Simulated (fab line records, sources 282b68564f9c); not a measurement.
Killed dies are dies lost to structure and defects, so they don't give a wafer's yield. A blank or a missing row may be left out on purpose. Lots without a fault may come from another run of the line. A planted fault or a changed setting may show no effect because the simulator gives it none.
fab line records | flow rit_cmos | part 2 of 2: steps 31 to 41 of 41
record lots=5 wafers=15 last_day=7
route steps=202 shown NSD@131 PSD@142 SDANNEAL@153 PLDD@159 NLDD@160 SILICIDE@161 CONTACT@168
lots that met no fault: from a run of the same line without faults
start_h: hours from the record's first day to the start of the lot's first wafer shown | wait_h: hours since the lot's step before | " the same as in the row above | L1.1+2: a row that stands for several wafers | - no value, or no start given | * or withheld: withheld | < > ~ a bound
route shown NAME@n: a module of which the file shows steps, and the number in the route of the first | usual: mean/standard deviation of fault-free wafers | same: alike in all rows | chamber/n: place in a boat | sites: the reading at each site | _std_site: their standard deviation | _edge_site: outer sites' mean less inner sites' | radius_mm: how far each site lies from the wafer's centre | mask NAME#n: copy n | behind: the tool/chamber that last shaped the wafer | hold: why the lot was held/for how many hours/how that ended | device: the transistor (n, p or np) that didn't switch | end of line: the same wafers' tests at the end of the route | a step without rows: its recipe alone | killed: dies lost to structure and defects at the first sort, not the wafer's yield | map: a wafer's dies, x killed, . not, _ none there
set.NAME: the setting as run; set.NAME@STEP: as run at that earlier step | model.NAME: the simulator's own value behind a step, which no gauge read
lots at some steps of the route; a table a step, a row a wafer
services: from which hour (start_h, from the record's first day; less than 0 if before it) a tool's chamber was out of use, for how many hours, and why
## steps
# step RIT_SILICIDE_WET_ETCH_00
# recipe chemistry=BOE target=SiO2 target_depth_nm=14 time_s=15 dry=n2_spin dilution=10:1 temp_c=21.5
# usual temp_c=21.50/0.12
# columns lot.wafer tool chamber start_h wait_h temp_c
L075.1 wet_bench-03 1 56.34 0.1 21.39
L075.3 " 1 " " 21.43
L075.4 " 1 " " 21.48
L079.3 wet_bench-02 3 75.75 0.1 21.61
L079.5 " 3 " " 21.50
L079.6 " 3 " " 21.53
L087.1 wet_bench-02 2 120.95 0.1 21.60
L087.4 " 2 " " 21.72
L087.6 " 2 " " 21.56
L094.4 wet_bench-03 1 154.98 0.0 21.48
L094.5 " 1 " " 21.37
L094.6 " 1 " " 21.36
L096.1 wet_bench-01 1 160.87 0.1 21.44
L096.5 " 1 " " 21.55
L096.6 " 1 " " 21.46
# step RIT_SILICIDE_SPUTTER_01
# recipe material=Ti target_thk_nm=30 power_w=354.1 chamber_pressure_pa=0.667 gas=Ar time_s=240 substrate_temp_c=25
# usual substrate_temp_c=25.00/0.11 throttle_valve_pct=29.8/1.4
# columns lot.wafer tool chamber start_h wait_h substrate_temp_c throttle_valve_pct
L075.1 pvd_sputter-03 - 56.35 0.0 25.03 31.2
L075.3 " - " " 24.97 31.7
L075.4 " - " " 25.04 28.1
L079.3 pvd_sputter-04 - 75.76 0.0 25.16 29.1
L079.5 " - " " 24.92 28.8
L079.6 " - " " 25.03 30.4
L087.1 pvd_sputter-04 - 120.96 0.0 25.09 30.4
L087.4 " - " " 24.91 28.8
L087.6 " - " " 25.01 28.9
L094.4 pvd_sputter-01 - 154.99 0.0 25.07 28.8
L094.5 " - " " 25.09 31.9
L094.6 " - " " 25.05 28.7
L096.1 pvd_sputter-01 - 160.89 0.0 25.00 29.7
L096.5 " - " " 24.87 29.5
L096.6 " - " " 25.09 31.8
# step RIT_SILICIDE_RS_MEAS_02
# recipe thk_meas_gauge=four-point-probe reads=Ti_of_SILICIDE_SPUTTER_01
# usual SILICIDE_TI_RS=47.2/0.74
# columns lot.wafer tool chamber start_h wait_h SILICIDE_TI_RS[ohm/sq]
L075.1 film_metro-01 - 56.50 0.1 46.5
L075.3 " - " " 46.9
L075.4 " - " " 47.8
L079.3 film_metro-01 - 75.95 0.1 47.5
L079.5 " - " " 47.7
L079.6 " - " " 46.3
L087.1 film_metro-01 - 121.11 0.1 45.3
L087.4 " - " " 46.8
L087.6 " - " " 46.7
L094.4 film_metro-01 - 155.20 0.1 47.3
L094.5 " - " " 48.2
L094.6 " - " " 47.7
L096.1 film_metro-01 - 161.04 0.1 47.2
L096.5 " - " " 47.0
L096.6 " - " " 47.6
# step RIT_SILICIDE_THK_MEAS_03
# recipe thk_meas_gauge=xrf reads=Ti_of_SILICIDE_SPUTTER_01
# usual SILICIDE_TI_THK=30.3/0.4
# columns lot.wafer tool chamber start_h wait_h SILICIDE_TI_THK[nm]
L075.1 film_metro-01 - 56.62 0.1 30.6
L075.3 " - " " 30.3
L075.4 " - " " 29.8
L079.3 film_metro-01 - 76.05 0.1 30.1
L079.5 " - " " 30.1
L079.6 " - " " 30.8
L087.1 film_metro-01 - 121.23 0.1 31.3
L087.4 " - " " 30.5
L087.6 " - " " 30.6
L094.4 film_metro-01 - 155.29 0.1 30.2
L094.5 " - " " 29.8
L094.6 " - " " 30.0
L096.1 film_metro-01 - 161.16 0.1 30.4
L096.5 " - " " 30.4
L096.6 " - " " 30.1
# step RIT_SILICIDE_RTA_04
# recipe temp_c=650 time_s=10 idle_temp_c=25 ramp_up_s=5 ramp_down_s=5 cool_to_c=25 ambient=N2
# usual wafer_temp_C_max=653.8/0.82
# columns lot.wafer tool chamber start_h wait_h wafer_temp_C_max
L075.1 rtp_anneal-02 0 56.68 0.1 654.8
L075.3 " 0 " " 653.7
L075.4 " 0 " " 654.4
L079.3 rtp_anneal-02 0 76.11 0.1 654.7
L079.5 " 0 " " 655.3
L079.6 " 0 " " 654.1
L087.1 rtp_anneal-02 0 121.29 0.1 654.9
L087.4 " 0 " " 656.0
L087.6 " 0 " " 653.3
L094.4 rtp_anneal-01 0 155.35 0.1 653.3
L094.5 " 0 " " 653.1
L094.6 " 0 " " 653.6
L096.1 rtp_anneal-01 0 161.22 0.1 653.6
L096.5 " 0 " " 652.3
L096.6 " 0 " " 653.3
# step RIT_SILICIDE_WET_ETCH_05
# recipe chemistry=SPM target=Ti temp_c=90 time_s=120 dry=n2_spin
# usual temp_c=90.01/0.13
# columns lot.wafer tool chamber start_h wait_h temp_c
L075.1 wet_bench-01 2 56.75 0.1 90.06
L075.3 " 2 " " 90.12
L075.4 " 2 " " 90.09
L079.3 wet_bench-02 3 76.16 0.0 90.06
L079.5 " 3 " " 89.80
L079.6 " 3 " " 90.05
L087.1 wet_bench-01 3 121.36 0.1 89.97
L087.4 " 3 " " 89.89
L087.6 " 3 " " 90.03
L094.4 wet_bench-01 3 155.38 0.0 89.89
L094.5 " 3 " " 90.05
L094.6 " 3 " " 90.14
L096.1 wet_bench-03 2 161.28 0.1 90.08
L096.5 " 2 " " 90.23
L096.6 " 2 " " 90.10
# step RIT_SILICIDE_RTA_06
# recipe temp_c=750 time_s=10 idle_temp_c=25 ramp_up_s=5 ramp_down_s=10 cool_to_c=25 ambient=N2
# usual wafer_temp_C_max=754.5/1.1
# columns lot.wafer tool chamber start_h wait_h wafer_temp_C_max
L075.1 rtp_anneal-01 0 56.79 0.0 753.6
L075.3 " 0 " " 753.8
L075.4 " 0 " " 752.7
L079.3 rtp_anneal-01 0 76.22 0.0 753.0
L079.5 " 0 " " 754.5
L079.6 " 0 " " 754.1
L087.1 rtp_anneal-01 0 121.40 0.0 754.6
L087.4 " 0 " " 753.8
L087.6 " 0 " " 754.3
L094.4 rtp_anneal-02 0 155.46 0.0 754.1
L094.5 " 0 " " 754.8
L094.6 " 0 " " 755.0
L096.1 rtp_anneal-02 0 161.33 0.0 755.5
L096.5 " 0 " " 755.5
L096.6 " 0 " " 754.3
# step RIT_CONTACT_CVD_00
# recipe material=SiO2 target_thk_nm=400 precursor=TEOS temp_c=390 time_s=61 rf_w=388.2
# usual heater_power_w=331/44
# columns lot.wafer tool chamber start_h wait_h heater_power_w
L075.1 pecvd-04 2 56.85 0.1 246
L075.3 " 0 " " 349
L075.4 " 0 " " 358
L079.3 pecvd-01 2 76.26 0.0 336
L079.5 " 0 " " 286
L079.6 " 1 " " 304
L087.1 pecvd-04 0 121.47 0.1 385
L087.4 " 0 " " 385
L087.6 " 2 " " 251
L094.4 pecvd-01 1 155.52 0.0 293
L094.5 " 2 " " 363
L094.6 " 0 " " 385
L096.1 pecvd-04 1 161.39 0.1 334
L096.5 " 1 " " 348
L096.6 " 0 " " 334
# step RIT_CONTACT_THK_MEAS_01
# recipe reads=SiO2_of_CONTACT_CVD_00
# usual CONTACT_TEOS_THK=395/7.4
# columns lot.wafer tool chamber start_h wait_h CONTACT_TEOS_THK[nm]
L075.1 film_metro-01 - 56.91 0.0 388
L075.3 " - " " 395
L075.4 " - " " 393
L079.3 film_metro-03 - 76.33 0.0 387
L079.5 " - " " 406
L079.6 " - " " 402
L087.1 film_metro-02 - 121.52 0.0 393
L087.4 " - " " 402
L087.6 " - " " 393
L094.4 film_metro-03 - 155.57 0.0 407
L094.5 " - " " 401
L094.6 " - " " 419
L096.1 film_metro-02 - 161.44 0.0 404
L096.5 " - " " 406
L096.6 " - " " 400
# step RIT_CONTACT_HMDS_02
# recipe prime_time_s=60 prime_temp_c=140
# columns lot.wafer tool chamber start_h wait_h
L075.1+3+4 litho_track-01 0 57.14 0.2
L079.3+5+6 litho_track-02 0 76.42 0.1
L087.1+4+6 litho_track-03 0 121.58 0.1
L094.4+5+6 litho_track-03 0 155.68 0.1
L096.1+5+6 litho_track-01 0 161.60 0.1
# step RIT_CONTACT_COAT_03
# recipe resist=NOVOLAK spin_rpm=3250 resist_thk_nm=1000
# usual dispense_pressure_kPa=56/3.6
# columns lot.wafer tool chamber start_h wait_h dispense_pressure_kPa
L075.1 litho_track-01 0 57.29 0.1 51
L075.3 " 0 " " 51
L075.4 " 0 " " 51
L079.3 litho_track-02 0 76.57 0.1 60
L079.5 " 0 " " 60
L079.6 " 0 " " 60
L087.1 litho_track-03 0 121.73 0.1 58
L087.4 " 0 " " 58
L087.6 " 0 " " 58
L094.4 litho_track-03 0 155.83 0.1 58
L094.5 " 0 " " 58
L094.6 " 0 " " 58
L096.1 litho_track-01 0 161.75 0.1 51
L096.5 " 0 " " 51
L096.6 " 0 " " 51
## services
# columns tool chamber start_h hours kind
pvd_sputter-03 - 32.17 2.1 repair
implanter-02 - 35.10 1.8 repair
plasma_asher-02 - 38.91 14.6 pm
implanter-04 - 45.85 0.7 repair
pecvd-01 - 49.97 0.5 repair
implanter-02 - 57.11 0.7 repair
plasma_asher-01 - 59.59 11.9 repair
implanter-03 - 68.71 3.7 repair
implanter-03 - 74.07 4.1 repair
wet_bench-01 - 74.24 1.2 repair
implanter-04 - 79.44 2.8 pm
iline_stepper-02 - 88.26 3.6 repair
pvd_sputter-04 - 97.90 2.4 repair
pvd_sputter-04 - 100.49 1.0 repair
implanter-02 - 113.31 1.8 repair
iline_stepper-02 - 113.33 2.4 repair
pecvd-04 2 122.61 8.6 repair
implanter-03 - 124.08 5.0 pm
iline_stepper-02 - 134.87 2.1 pm
implanter-02 - 151.44 1.1 repair
implanter-03 - 152.93 2.1 pm
iline_stepper-01 - 157.58 1.7 pm
iline_stepper-01 - 160.63 6.0 repair
plasma_asher-03 - 160.65 8.0 repair
